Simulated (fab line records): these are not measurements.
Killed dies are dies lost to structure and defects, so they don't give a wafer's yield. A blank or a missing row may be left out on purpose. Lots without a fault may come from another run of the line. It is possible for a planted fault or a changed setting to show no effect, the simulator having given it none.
Which tool was responsible? + flow berkeley_cmos170 + 14 lots with 42 wafers sampled at 6 steps, on a route of 331 steps

== WHAT THE GAUGES READ, wafer by wafer ==
UCB170_GATE_CD_MEAS_12: target cd 350 nm. Usual: cd_nm 350.4 nm, standard deviation 1.3.
| lot  | measured     | on        | cd_nm (nm)        | flag |
|------|--------------|-----------|-------------------|------|
| L295 | day 6 20:28  | cd_sem-01 | 348.7 348.9 349.4 |      |
| L294 | day 6 20:36  | cd_sem-01 | 352.6 350.9 350.8 |      |
| L296 | day 7 17:28  | cd_sem-02 | 350.8 350.5 352.5 |      |
| L298 | day 8 00:29  | cd_sem-02 | 348.6 348.2 347.9 |      |
| L299 | day 8 00:20  | cd_sem-01 | 350.5 350.9 350.6 |      |
| L301 | day 8 17:30  | cd_sem-01 | 348.9 349.5 349.9 |      |
| L304 | day 9 07:14  | cd_sem-01 | 350.0 350.7 350.2 |      |
| L306 | day 9 17:58  | cd_sem-01 | 350.8 349.6 351.2 |      |
| L309 | day 10 11:59 | cd_sem-01 | 350.3 350.8 351.5 |      |
| L311 | day 10 11:41 | cd_sem-01 | 347.9 348.4 347.9 |      |
| L312 | day 11 20:50 | cd_sem-01 | 351.3 350.1 351.4 |      |
| L315 | day 12 04:20 | cd_sem-01 | 352.3 350.9 351.3 |      |
| L316 | day 12 13:13 | cd_sem-02 | 352.5 351.9 352.7 |      |
| L317 | day 12 12:54 | cd_sem-02 | 350.3 351.2 352.7 |      |

UCB170_GATE_OVL_MEAS_13. Usual: GATE_OVL typically reads 1 nm, with standard deviation 6.3.
| lot  | measured     | on         | GATE_OVL (nm) | flag |
|------|--------------|------------|---------------|------|
| L295 | day 6 20:33  | overlay-01 | 5 13 5        |      |
| L294 | day 6 20:43  | overlay-02 | 4 5 7         |      |
| L296 | day 7 17:34  | overlay-01 | 6 2 -9        |      |
| L298 | day 8 00:37  | overlay-02 | -2 1 -10      |      |
| L299 | day 8 00:27  | overlay-01 | -5 0 -5       |      |
| L301 | day 8 17:36  | overlay-01 | -6 -1 0       |      |
| L304 | day 9 07:20  | overlay-02 | 10 0 9        |      |
| L306 | day 9 18:04  | overlay-02 | 3 4 5         |      |
| L309 | day 10 12:07 | overlay-02 | 5 11 0        |      |
| L311 | day 10 11:47 | overlay-01 | 10 9 13       |      |
| L312 | day 11 20:56 | overlay-01 | -9 -2 -6      |      |
| L315 | day 12 04:27 | overlay-01 | 3 -1 -1       |      |
| L316 | day 12 13:20 | overlay-02 | -10 -10 0     |      |
| L317 | day 12 13:01 | overlay-02 | -3 -5 -13     |      |

UCB170_PLDD_TW_MEAS_11. Usual: PLDD_TW typically reads 1008, with standard deviation 10.
| lot  | measured     | on            | PLDD_TW        | flag |
|------|--------------|---------------|----------------|------|
| L295 | day 6 23:55  | film_metro-03 | 1013 1018 1017 |      |
| L294 | day 7 00:05  | film_metro-02 | 1008 1008 1001 |      |
| L296 | day 7 19:29  | film_metro-04 | 1003 1002 1000 |      |
| L298 | day 8 02:50  | film_metro-03 | 1018 1015 1016 |      |
| L299 | day 8 02:32  | film_metro-04 | 990 991 995    |      |
| L301 | day 8 19:46  | film_metro-03 | 1025 1017 1016 |      |
| L304 | day 9 15:33  | film_metro-04 | 1073 1080 1072 | OFF  |
| L306 | day 9 21:01  | film_metro-02 | 1083 1080 1090 | OFF  |
| L309 | day 10 14:21 | film_metro-02 | 1018 1020 1015 |      |
| L311 | day 10 14:09 | film_metro-04 | 996 1000 1000  |      |
| L312 | day 12 00:19 | film_metro-03 | 1012 1017 1014 |      |
| L315 | day 12 06:30 | film_metro-02 | 1012 1019 1012 |      |
| L316 | day 12 16:15 | film_metro-03 | 1012 1013 1019 |      |
| L317 | day 12 15:58 | film_metro-03 | 1018 1023 1014 |      |

UCB170_SDANNEAL_RS_MEAS_04: uses a four-point probe to measure. Usual: PLDD_RS typically reads 1031.9 ohm/sq, with standard deviation 2.9.
| lot  | measured     | on            | PLDD_RS (ohm/sq)     | flag |
|------|--------------|---------------|----------------------|------|
| L295 | day 7 20:06  | film_metro-02 | 1032.3 1031.3 1031.5 |      |
| L294 | day 7 18:02  | film_metro-03 | 1031.9 1033.6 1034.0 |      |
| L296 | day 8 09:47  | film_metro-03 | 1030.2 1030.7 1029.5 |      |
| L298 | day 8 17:56  | film_metro-03 | 1031.4 1033.2 1032.4 |      |
| L299 | day 8 17:35  | film_metro-04 | 1032.9 1032.4 1034.8 |      |
| L301 | day 9 10:22  | film_metro-04 | 1031.8 1033.2 1029.2 |      |
| L304 | day 10 04:53 | film_metro-04 | 859.7 861.0 859.3    | OFF  |
| L306 | day 10 12:00 | film_metro-02 | 859.3 859.0 860.5    | OFF  |
| L309 | day 11 07:07 | film_metro-04 | 1035.9 1035.6 1034.6 |      |
| L311 | day 11 06:41 | film_metro-03 | 1024.7 1030.0 1029.2 |      |
| L312 | day 12 14:50 | film_metro-04 | 1038.2 1036.4 1035.1 |      |
| L315 | day 13 02:48 | film_metro-04 | 1031.6 1032.5 1031.1 |      |
| L316 | day 13 10:59 | film_metro-02 | 1034.7 1031.3 1032.9 |      |
| L317 | day 13 10:31 | film_metro-03 | 1029.1 1026.9 1030.2 |      |

== EACH LOT AND THE TOOL THAT RAN IT (in order: tool; ch and the chambers of the sampled wafers; start) ==
| lot  | UCB170_PVT_STRIP_08                  | UCB170_PLDD_IMPLANT_09          |
|------|--------------------------------------|---------------------------------|
| L295 | plasma_asher-03 ch 0,1, day 6 05:20  | implanter-03 ch 0, day 6 23:42  |
| L294 | plasma_asher-02 ch 0,1, day 6 09:17  | implanter-01 ch 0, day 6 23:50  |
| L296 | plasma_asher-01 ch 0,1, day 7 01:10  | implanter-01 ch 0, day 7 19:16  |
| L298 | plasma_asher-03 ch 0,1, day 7 09:55  | implanter-01 ch 0, day 8 02:35  |
| L299 | plasma_asher-02 ch 0,1, day 7 10:09  | implanter-01 ch 0, day 8 02:17  |
| L301 | plasma_asher-03 ch 0,1, day 8 03:46  | implanter-03 ch 0, day 8 19:32  |
| L304 | plasma_asher-03 ch 0,1, day 8 15:58  | implanter-01 ch 0, day 9 15:19  |
| L306 | plasma_asher-01 ch 0,1, day 9 05:46  | implanter-01 ch 0, day 9 20:47  |
| L309 | plasma_asher-02 ch 0,1, day 9 19:50  | implanter-02 ch 0, day 10 14:06 |
| L311 | plasma_asher-01 ch 0,1, day 9 21:16  | implanter-03 ch 0, day 10 13:55 |
| L312 | plasma_asher-01 ch 0,1, day 10 20:21 | implanter-03 ch 0, day 12 00:04 |
| L315 | plasma_asher-03 ch 0,1, day 11 08:50 | implanter-03 ch 0, day 12 06:15 |
| L316 | plasma_asher-01 ch 0,1, day 11 23:19 | implanter-02 ch 0, day 12 16:00 |
| L317 | plasma_asher-03 ch 0,1, day 11 23:35 | implanter-03 ch 0, day 12 15:44 |
- UCB170_PVT_STRIP_08: strips in O2.
- UCB170_PLDD_IMPLANT_09

== AS READ BY THE TOOLS THEMSELVES (means over the sampled wafers that have a number; for cases with no such wafer, the mark the record gives instead) ==
UCB170_PVT_STRIP_08. Usual: chamber_pressure_mTorr 3500 mTorr, standard deviation 3.1; drypump_motor_current_A 5.7 A, standard deviation 0.61; o2_flow_sccm 399.7 sccm, standard deviation 1.3; oes_product_au 0.734 a.u., standard deviation 0.0046; strip_time_to_endpoint_s 21.66 s, standard deviation 0.065.
| lot  | tool            | chamber_pressure_mTorr (mTorr) | drypump_motor_current_A (A) | o2_flow_sccm (sccm) | oes_product_au (a.u.) | strip_time_to_endpoint_s (s) | flag |
|------|-----------------|--------------------------------|-----------------------------|---------------------|-----------------------|------------------------------|------|
| L295 | plasma_asher-03 | 3500                           | 5.6                         | 400.3               | 0.730                 | 21.67                        |      |
| L294 | plasma_asher-02 | 3499                           | 6.0                         | 398.1               | 0.736                 | 21.69                        |      |
| L296 | plasma_asher-01 | 3501                           | 5.9                         | 399.9               | 0.735                 | 21.64                        |      |
| L298 | plasma_asher-03 | 3502                           | 5.6                         | 399.6               | 0.733                 | 21.71                        |      |
| L299 | plasma_asher-02 | 3501                           | 6.3                         | 398.9               | 0.733                 | 21.72                        |      |
| L301 | plasma_asher-03 | 3502                           | 5.6                         | 397.8               | 0.732                 | 21.54                        |      |
| L304 | plasma_asher-03 | 3502                           | 5.2                         | 400.6               | 0.734                 | 21.66                        |      |
| L306 | plasma_asher-01 | 3499                           | 5.6                         | 398.9               | 0.733                 | 21.65                        |      |
| L309 | plasma_asher-02 | 3499                           | 6.3                         | 400.8               | 0.733                 | 21.65                        |      |
| L311 | plasma_asher-01 | 3499                           | 5.9                         | 398.7               | 0.736                 | 21.62                        |      |
| L312 | plasma_asher-01 | 3503                           | 5.5                         | 399.9               | 0.739                 | 21.77                        |      |
| L315 | plasma_asher-03 | 3500                           | 5.6                         | 401.0               | 0.730                 | 21.62                        |      |
| L316 | plasma_asher-01 | 3501                           | 5.5                         | 399.1               | 0.735                 | 21.64                        |      |
| L317 | plasma_asher-03 | 3501                           | 5.6                         | 400.1               | 0.737                 | 21.67                        |      |

UCB170_PLDD_IMPLANT_09. Usual: beam_on_s 10.00 s, standard deviation 0.21; dose_ions_cm2 5.001e+13, standard deviation 5.2e+10; faraday_current_uA 159, standard deviation 3.3.
| lot  | tool         | beam_on_s (s) | dose_ions_cm2 | faraday_current_uA | flag |
|------|--------------|---------------|---------------|--------------------|------|
| L295 | implanter-03 | 10.16         | 4.997e+13     | 156                |      |
| L294 | implanter-01 | 9.95          | 5.002e+13     | 159                |      |
| L296 | implanter-01 | 9.93          | 5.004e+13     | 160                |      |
| L298 | implanter-01 | 9.98          | 5.003e+13     | 159                |      |
| L299 | implanter-01 | 9.90          | 4.995e+13     | 160                |      |
| L301 | implanter-03 | 10.01         | 5.001e+13     | 159                |      |
| L304 | implanter-01 | 13.25         | 7.584e+13     | 181                | OFF  |
| L306 | implanter-01 | 13.20         | 7.584e+13     | 182                | OFF  |
| L309 | implanter-02 | 10.09         | 4.999e+13     | 157                |      |
| L311 | implanter-03 | 9.99          | 5.002e+13     | 159                |      |
| L312 | implanter-03 | 9.93          | 4.999e+13     | 160                |      |
| L315 | implanter-03 | 9.97          | 5.005e+13     | 159                |      |
| L316 | implanter-02 | 10.05         | 4.993e+13     | 158                |      |
| L317 | implanter-03 | 9.86          | 4.998e+13     | 161                |      |

== THE ANSWER, worked out from the rows above alone ==
Rule: a lot is off if the mean of its wafers that have a number lies more than 3 standard deviations from the usual mean. A lot without any number at a reading at which 4 lots or more have one is off too. Where the step has rows for the other lots, those lots are counted as sound. The gauges are gone through in route order, then the tools' own readings, and for those a lot's mean is taken as printed above. At the first step where some lot is off, the reading lying furthest off is the one used; lots without a number count as furthest.
Off: L304, L306, at UCB170_PLDD_TW_MEAS_11 (PLDD_TW).
If a tool, at a process step before that reading, ran all the lots that are off and no sound lot after the first of them, it fits. Not tried: the gauges at UCB170_PLDD_TW_MEAS_11; whatever is off there is also off at UCB170_PLDD_IMPLANT_09, on other tools, and gauge error can't account for it. One candidate fits, namely implanter-01 at UCB170_PLDD_IMPLANT_09. Its last sound lot is L298 (day 8 02:35), its first lot that is off L304 (day 9 15:19): a fault that began between those two fits.
The tool's own readings at UCB170_PLDD_IMPLANT_09 bear it out: on the lots that are off they differ by more than 5 times the standard deviation of the sound lots' means. beam_on_s reads 13.22 s there against 9.98 s on the sound lots; dose_ions_cm2 reads 7.584e+13 there against 5.000e+13 on the sound lots; faraday_current_uA reads 182 there against 159 on the sound lots.

== WHAT THE SIMULATOR HAD PUT IN ==
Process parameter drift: implanter-01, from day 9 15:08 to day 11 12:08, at UCB170_PLDD_IMPLANT_09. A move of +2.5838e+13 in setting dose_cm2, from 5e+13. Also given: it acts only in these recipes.
Lots struck among those shown: L304, L306. The same result came from the rule above.
